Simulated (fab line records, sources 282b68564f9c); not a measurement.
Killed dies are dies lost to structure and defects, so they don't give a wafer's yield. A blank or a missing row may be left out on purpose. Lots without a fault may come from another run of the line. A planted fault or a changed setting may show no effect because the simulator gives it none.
Which tool did it? | flow rit_cmos | 13 lots, 39 wafers sampled, at 2 steps of a route of 202

WHAT THE GAUGES READ, wafer by wafer
The record holds no reading of a measuring or inspecting step that can be judged against a usual standard deviation.

WHICH TOOL RAN EACH LOT (tool, then ch and the chambers of the sampled wafers, then the start)
lot  | RIT_CONTACT_CVD_00             | RIT_M1_PROBE_99
L820 | pecvd-02 ch 0,1,2, day 3 03:05 | -
L821 | pecvd-01 ch 1,2, day 3 06:26   | -
L822 | pecvd-04 ch 0,1, day 3 13:40   | -
L823 | pecvd-02 ch 0,2, day 3 16:59   | -
L824 | pecvd-01 ch 0,2, day 3 22:35   | -
L825 | pecvd-04 ch 0,2, day 4 03:12   | -
L831 | pecvd-04 ch 0,1,2, day 5 13:38 | prober-02, day 5 20:59
L834 | pecvd-04 ch 1,2, day 6 09:28   | prober-01, day 6 16:22
L836 | pecvd-01 ch 0,2, day 6 21:50   | -
L838 | pecvd-02 ch 1,2, day 7 04:40   | -
L839 | pecvd-01 ch 1,2, day 7 10:37   | -
L841 | pecvd-02 ch 0,1, day 7 17:53   | -
L842 | pecvd-01 ch 0,2, day 7 21:24   | -
- RIT_CONTACT_CVD_00: deposits SiO2 from TEOS, target thk 400 nm, time 61 s.
- RIT_M1_PROBE_99

WHAT THE TOOLS THEMSELVES READ (means of the sampled wafers that have a number; where no wafer has one, the mark that the record gives instead)
RIT_CONTACT_CVD_00.
lot  | tool     | heater_power_w (W) | rf_fwd_power_W (W)
L820 | pecvd-02 | 340                | 398.4
L821 | pecvd-01 | 336                | 397.0
L822 | pecvd-04 | 289                | 395.8
L823 | pecvd-02 | 371                | 396.9
L824 | pecvd-01 | 297                | 396.6
L825 | pecvd-04 | 257                | 396.5
L831 | pecvd-04 | 297                | 395.6
L834 | pecvd-04 | 276                | 395.6
L836 | pecvd-01 | 313                | 395.5
L838 | pecvd-02 | 308                | 398.4
L839 | pecvd-01 | 289                | 395.2
L841 | pecvd-02 | 300                | 397.4
L842 | pecvd-01 | 304                | 394.4

RIT_M1_PROBE_99.
lot  | tool      | killed_at_M0_to_M3 | killed_at_contacts | killed_at_front_end | killed_dies | killed_open | killed_short
L831 | prober-02 | 0.0                | 11.0               | 7.0                 | 18.0        | 3.3         | 3.7
L834 | prober-01 | 0.0                | 25.0               | 7.0                 | 32.0        | 3.3         | 3.7

THE ANSWER, worked out from the rows above alone
Rule: what is usual is taken from the lots themselves. Put in order of their means at a reading, lots are off if they are a third of the lots or fewer, leave a main group of 4 or more, and stand apart from it by a gap of 3 or more times the standard deviation of the main group's means; of several such gaps the widest counts. A main group whose means are all the same, to the digits that the tables above print for the reading, isn't used. A lot without any number at a reading at which 4 lots or more have one is off too. The other lots that the step has rows for count as sound. The gauges are gone through in route order, then the tools' own readings, and for those a lot's mean is taken as printed above. The first step at which some lot is off is used, and at that step the reading that is off furthest; a lot without a number counts as furthest.
No lot is off at any reading shown: from this, nothing can be told.

WHAT THE SIMULATOR HAD PUT IN
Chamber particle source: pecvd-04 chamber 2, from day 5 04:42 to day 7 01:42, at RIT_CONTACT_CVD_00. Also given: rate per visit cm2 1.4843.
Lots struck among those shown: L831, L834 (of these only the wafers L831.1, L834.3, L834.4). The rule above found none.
